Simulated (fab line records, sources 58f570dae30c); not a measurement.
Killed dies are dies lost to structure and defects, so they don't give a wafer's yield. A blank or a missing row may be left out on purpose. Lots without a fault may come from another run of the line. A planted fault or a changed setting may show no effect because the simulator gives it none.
Which tool did it? | flow berkeley_cmos170 | 7 lots, 21 wafers sampled, at 3 steps of a route of 331

WHAT THE GAUGES READ, wafer by wafer
UCB170_CONTACT_THK_MEAS_02.
lot  | measured     | on            | CONTACT_PSG_THK (nm)
L277 | day 8 13:39  | film_metro-01 | 695 694 697
L276 | day 8 15:25  | film_metro-01 | 705 708 704
L278 | day 8 19:07  | film_metro-01 | 706 712 702
L282 | day 9 14:31  | film_metro-03 | 695 694 693
L285 | day 10 01:19 | film_metro-02 | 685 683 686
L294 | day 11 20:42 | film_metro-03 | 636 638 628
L295 | day 12 07:26 | film_metro-02 | 634 625 631

WHICH TOOL RAN EACH LOT (tool, then ch and the chambers of the sampled wafers, then the start)
lot  | UCB170_SDANNEAL_RTA_01           | UCB170_CONTACT_CVD_01
L277 | rtp_anneal-01 ch 0, day 8 10:47  | lpcvd-01 ch 1, day 8 11:50
L276 | rtp_anneal-01 ch 0, day 8 11:01  | lpcvd-01 ch 0, day 8 13:38
L278 | rtp_anneal-01 ch 0, day 8 14:32  | lpcvd-01 ch 1, day 8 17:20
L282 | rtp_anneal-01 ch 0, day 9 10:04  | lpcvd-02 ch 0, day 9 12:44
L285 | rtp_anneal-01 ch 0, day 9 22:25  | lpcvd-01 ch 0, day 9 23:30
L294 | rtp_anneal-01 ch 0, day 11 17:41 | lpcvd-02 ch 1, day 11 18:55
L295 | rtp_anneal-02 ch 0, day 12 04:34 | lpcvd-02 ch 1, day 12 05:38
- UCB170_SDANNEAL_RTA_01: time 5 s.
- UCB170_CONTACT_CVD_01: deposits PSG from SiH4/O2/PH3, target thk 700 nm, time 2820 s.

THE ANSWER, worked out from the rows above alone
Rule: what is usual is taken from the lots themselves. Put in order of their means at a reading, lots are off if they are a third of the lots or fewer, leave a main group of 4 or more, and stand apart from it by a gap of 3 or more times the standard deviation of the main group's means; of several such gaps the widest counts. A main group whose means are all the same, to the digits that the tables above print for the reading, isn't used. A lot without any number at a reading at which 4 lots or more have one is off too. The other lots that the step has rows for count as sound.
Off: L294, L295, at UCB170_CONTACT_THK_MEAS_02 (CONTACT_PSG_THK). The main group: mean 697 nm, standard deviation 8.1.
A tool fits if, at a process step before that reading, it ran every lot that is off, and no sound lot after the first of them. The gauges at UCB170_CONTACT_THK_MEAS_02 are tried like those tools. One fits: lpcvd-02 at UCB170_CONTACT_CVD_01. Its last sound lot is L282 (day 9 12:44), its first lot that is off L294 (day 11 18:55): a fault that began between those two fits.

WHAT THE SIMULATOR HAD PUT IN
Process parameter drift: lpcvd-02, from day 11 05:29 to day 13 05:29, at UCB170_CONTACT_CVD_01. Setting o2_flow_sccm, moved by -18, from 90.
Lots struck among those shown: L294, L295. The rule above found the same.
